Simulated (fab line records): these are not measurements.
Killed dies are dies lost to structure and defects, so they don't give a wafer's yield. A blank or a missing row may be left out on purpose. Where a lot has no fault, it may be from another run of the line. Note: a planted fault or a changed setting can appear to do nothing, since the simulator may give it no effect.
Problem report, 8D (eight disciplines) form, completed by code || flow berkeley_cmos170 || the parts of the form that need people (team, actions taken, sign-off) are left out

## 1. WHAT IS WRONG
NLDD_TW at UCB170_NLDD_TW_MEAS_11 reads a mean of 2121 on 6 wafers of 2 lots; wafers without a fault read 2227 with a standard deviation of 13. That puts it -8.2 standard deviations away from the usual mean.
First seen on wafer L276.4, day 9 11:50, on film_metro-03. The record has a number at this step for 42 wafers belonging to 14 lots. Rule for "out", or "out of limits": more than 4 standard deviations from the usual mean. Any other wafer with a number is counted as sound.

## 2. WHAT IT IS, AND WHAT IT ISN'T
{"question": "which readings at this step", "is": "NLDD_TW", "is not": "-"}
{"question": "which lots", "is": "L276, L280", "is not": "L262, L263, L264, L265, L266, L269, L270, L272, L275, L278, L282, L284"}
{"question": "which wafers of those lots", "is": "all that have a number", "is not": "-"}
{"question": "read on which gauges", "is": "film_metro-03, film_metro-04", "is not": "film_metro-01"}
{"question": "when", "is": "from day 9 11:50", "is not": "up to then (30 sound wafers); but 6 sound wafers of L282, L284 came after"}

## 3. WHAT RULES OUT EACH SUSPECT
Counting: a tool at a process step up to the reading stays a suspect if it ran every lot that is out and no sound lot after the first of them.
- ruled out: the gauge at UCB170_NLDD_TW_MEAS_11. 2 gauges (film_metro-03, film_metro-04) read the wafers that are out.
- plasma_asher-03 at UCB170_NVT_STRIP_08 (strips in O2): ruled out as a lasting fault. After its first lot that is out, L276 (day 8 12:45), sound lots L282, L284 ran on it.
- implanter-02 at UCB170_NLDD_IMPLANT_08: kept. All lots that are out passed through it, beginning with L276 at day 9 11:29, and no sound lot followed; its final sound lot before that point was L272 at day 8 12:20. Its own readings are out on those wafers: dose_ions_cm2, faraday_current_uA.
After counting, what remains is implanter-02 at UCB170_NLDD_IMPLANT_08.

## 4. THE CAUSE (what the simulator had put in)
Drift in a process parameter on implanter-02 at UCB170_NLDD_IMPLANT_08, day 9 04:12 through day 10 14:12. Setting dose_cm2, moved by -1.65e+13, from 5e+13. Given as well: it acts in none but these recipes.
Counting left only this tool.

## 5. THE CHAIN OF EFFECTS, in route order
Rows list readings where the struck wafers' mean (over those with a number) sits beyond 3 standard deviations from the usual. Only readings whose record carries a usual standard deviation are examined. hours: median over the lots of the time between each lot's start at the first step of this table that gives one and its start at this step. sigmas: the change, counted in usual standard deviations.
{"hours": 0, "step": "UCB170_NLDD_IMPLANT_08", "reading": "dose_ions_cm2", "usual": 5e+13, "on struck wafers": 3e+13, "change": -2e+13, "sigmas": "-99 or more"}
{"hours": 0, "step": "UCB170_NLDD_IMPLANT_08", "reading": "faraday_current_uA", "usual": 159, "on struck wafers": 106, "change": -54, "sigmas": -17}
{"hours": 0, "step": "UCB170_NLDD_TW_MEAS_11", "reading": "NLDD_TW", "usual": 2227, "on struck wafers": 2121, "change": -106, "sigmas": -8.2}
{"hours": 10, "step": "UCB170_SDANNEAL_RS_MEAS_05", "reading": "NLDD_RS", "usual": "615.7 ohm/sq", "on struck wafers": 693.4, "change": "+77.7", "sigmas": "+46"}
Process steps it contains:
- UCB170_NLDD_IMPLANT_08

## 6. HOW IT WOULD HAVE BEEN CAUGHT EARLIER
In this record the first reading out of limits at a measuring or inspecting step was taken at day 9 11:50, 8 hours after the fault began at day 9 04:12.
At UCB170_NLDD_IMPLANT_08, the tool's own readings (dose_ions_cm2, faraday_current_uA) were out on each struck wafer the step has a row for, so an alarm limit on them would have fired on the first such wafer.
Lots out: 2; of these, L280 started UCB170_NLDD_IMPLANT_08 on implanter-02 after day 9 11:50. Had the tool been put on hold then, it would have been spared.
